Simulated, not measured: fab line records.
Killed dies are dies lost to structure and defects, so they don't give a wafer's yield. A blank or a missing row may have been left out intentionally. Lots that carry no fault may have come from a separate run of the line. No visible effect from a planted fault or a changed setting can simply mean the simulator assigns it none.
Struck lot and sound lot, side by side | flow rit_cmos | 14 out of 202 route steps
Sound: wafers L819.2, L819.4, L819.5. Struck: wafers L825.1, L825.4, L825.6. The cause is named last.
At each step with rows: each side's tool, then ch and its chambers, then its first start. Under that, the readings that differ: sound wafers | struck wafers | difference of the means | sigmas: that difference in standard deviations of wafers without a fault.
alike: readings whose means differ by less than 2 such deviations, and words and numbers that are the same on both sides. not compared: withheld readings, readings that some wafer has no value for, bounds like >300 that may hide the same value, and numbers for which the record gives no deviation and whose values overlap.
Wherever a step has rows on one side only, a row that says differs or no value, or a row with sigmas, the two part there. When numbers do not overlap yet have no deviation, they are printed without sigmas and do not part them. Lack of a reading on every wafer of one side parts them only where that side has two or more wafers.

RIT_SILICIDE_RTA_06: time 10 s, ramp up 5 s, ramp down 10 s.
  sound on rtp_anneal-01 ch 0, day 5 01:00; struck on rtp_anneal-02 ch 0, day 6 02:26
  reading          | sound             | struck            | difference | sigmas
  wafer_temp_C_max | 756.3 755.2 756.2 | 752.1 752.0 752.0 | -3.9       | -2
RIT_CONTACT_CVD_00: deposits SiO2 from TEOS, target thk 400 nm, time 61 s.
  sound on pecvd-04 ch 0,1,2, day 5 01:04; struck on pecvd-04 ch 0,1,2, day 6 02:30
  alike: heater_power_w
RIT_CONTACT_THK_MEAS_01:
  sound on film_metro-03 at day 5 01:07; struck on film_metro-01 at day 6 02:33
  alike: CONTACT_TEOS_THK
then, 6 steps without rows for these wafers: RIT_CONTACT_HMDS_02 (prime time 60 s); RIT_CONTACT_COAT_03 (resist thk 1000 nm); RIT_CONTACT_SOFTBAKE_04 (time 60 s); RIT_CONTACT_EXPOSE_05 (exposes mask M11, target cd 1000 nm); RIT_CONTACT_PEB_06; RIT_CONTACT_DEVELOP_07 (develop time 120 s).
RIT_CONTACT_CD_MEAS_08: target cd 1000 nm.
  sound on cd_sem-01 at day 5 02:17; struck on cd_sem-02 at day 6 03:35
  alike: cd_nm
RIT_CONTACT_OVL_MEAS_09:
  sound on overlay-01 at day 5 02:23; struck on overlay-02 at day 6 03:42
  alike: CONTACT_OVL
then, 1 step without rows for these wafers: RIT_CONTACT_HARDBAKE_10 (time 60 s).
RIT_CONTACT_ETCH_11: etches SiO2 in CHF3/CF4/Ar, stops on TiSi2, target depth 480 nm, time 320 s.
  sound on rie_diel-04 ch 0,2, day 5 02:34; struck on rie_diel-04 ch 2,3, day 6 03:53
  reading                                      | sound             | struck            | difference | sigmas
  rf_fwd_power_W (W)                           | 199.3 198.3 199.7 | 119.3 120.0 119.9 | -79.4      | -99 or more
  model.etch.depth_nm (nm)                     | 397.5 401.7 403.1 | 375.2 365.3 366.8 | -31.7      |
  model.CONTACT.feature_depth_nm (nm)          | 397.5 401.7 403.1 | 375.2 365.3 366.8 | -31.7      |
  model.NOVOLAK_of_CONTACT_COAT_03.thk_nm (nm) | 772.7 769.8 771.3 | 790.5 793.3 792.6 | +20.9      |
  alike: drypump_motor_current_A, oes_product_au, throttle_valve_pct
  not compared: rf_hours_counter_h
RIT_CONTACT_STRIP_12: strips in O2, time 180 s.
  sound on plasma_asher-03 ch 0,1, day 5 02:46; struck on plasma_asher-04 ch 1, day 6 04:05
  alike: drypump_motor_current_A
  not compared: rf_hours_counter_h

WHERE THEY PART
Last at RIT_CONTACT_ETCH_11 as far as this record goes, first at RIT_SILICIDE_RTA_06. Later steps at which nothing parts them and some readings are alike: RIT_CONTACT_STRIP_12.

WHY: whatever the simulator had introduced
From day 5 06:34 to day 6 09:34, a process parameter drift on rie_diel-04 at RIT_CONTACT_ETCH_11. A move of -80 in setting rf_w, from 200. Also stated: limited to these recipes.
